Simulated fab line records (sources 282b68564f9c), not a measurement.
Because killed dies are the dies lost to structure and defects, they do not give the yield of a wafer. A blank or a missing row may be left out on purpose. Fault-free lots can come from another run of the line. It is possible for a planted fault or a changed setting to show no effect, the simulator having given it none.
Problem report in the 8D (eight disciplines) form, filled by code :: flow ritCmos :: the parts of the form that need people (team, actions taken, sign-off) are left out

== 1. THE PROBLEM ==
ACTIVE_NITRIDE_THK at RIT_ACTIVE_THK_MEAS_04 reads a mean of 201.0 nm on 3 wafers of 1 lot; wafers without a fault read 149.9 nm with a standard deviation of 1.4. Measured from the usual mean, that is +36 standard deviations.
Seen first at day 5 09:16 on filmMetro-02, wafer L968.1. The record has a number at this step for 39 wafers belonging to 13 lots. The rule behind "out" and "out of limits": a value lying over 4 standard deviations away from the usual mean. The rest of the wafers with a number are treated as sound.

== 2. WHAT THIS IS AND IS NOT ==
question: which readings at this step
is: ACTIVE_NITRIDE_THK
is not: -

question: which lots
is: L968
is not: L951, L952, L954, L955, L956, L957, L958, L959, L960, L969, L970, L973

question: which wafers of those lots
is: all that have a number
is not: -

question: read on which gauges
is: filmMetro-02
is not: filmMetro-03, filmMetro-04

question: when
is: from day 5 09:16
is not: up to then (27 sound wafers); but 9 sound wafers of L969, L970, L973 came after

== 3. THE SUSPECTS, EACH WITH WHAT RULES IT OUT ==
Counting: a tool stays on the suspect list if, at a process step up to the reading, it processed all lots that are out and no sound lot following the first of them.
- ruled out: the gauge at RIT_ACTIVE_THK_MEAS_04. All the wafers that are out were read on filmMetro-02, but those of them that RIT_ACTIVE_ETCH_13 has rows for are out there too, on other tools.
- lpcvd-02 at RIT_ACTIVE_CVD_03 (deposits Si3N4 from SiH2Cl2/NH3, target thk 150 nm, time 1500 s): ruled out as a lasting fault. The sound lots L970 went through it after L968, its earliest lot that is out (day 5 07:51).
Left after counting: nothing in the record.

== 4. THE CAUSE (what the simulator had put in) ==
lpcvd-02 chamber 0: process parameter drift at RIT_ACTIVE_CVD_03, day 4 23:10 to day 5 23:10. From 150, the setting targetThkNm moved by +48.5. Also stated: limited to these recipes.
Counting ruled it out, wrongly: the rule takes a fault to strike every lot that its tool runs from its start on, and this one did not.

== 5. THE EFFECT CHAIN, in route order ==
Rows list readings where the struck wafers' mean (over those with a number) sits beyond 3 standard deviations from the usual. Scope: only readings with a usual standard deviation given in the record; hours: median across lots of the time from each lot's start at the first step in this table that gives one to its start at this step; sigmas: change in usual standard deviations.
hours: 0
step: RIT_ACTIVE_THK_MEAS_04
reading: ACTIVE_NITRIDE_THK
usual: 149.9 nm
on struck wafers: 201.0
change: +51.1
sigmas: +36

hours: 1
step: RIT_ACTIVE_ETCH_13
reading: oesProductAu
usual: 0.825 a.u.
on struck wafers: 0.962
change: +0.137
sigmas: +12
Its process steps:
- RIT_ACTIVE_ETCH_13: etches Si3N4 in SF6, stops on SiO2, time 210 s, target depth 210 nm.

== 6. HOW IT WOULD HAVE BEEN CAUGHT EARLIER ==
The first out-of-limits reading at a measuring or inspecting step in this record came at day 5 09:16, 10 hours after the fault's start at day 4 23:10.
An alarm limit of 4 standard deviations would not have fired on the tool readings at RIT_ACTIVE_CVD_03 for which the record gives a usual standard deviation, since none of them was out on any struck wafer.
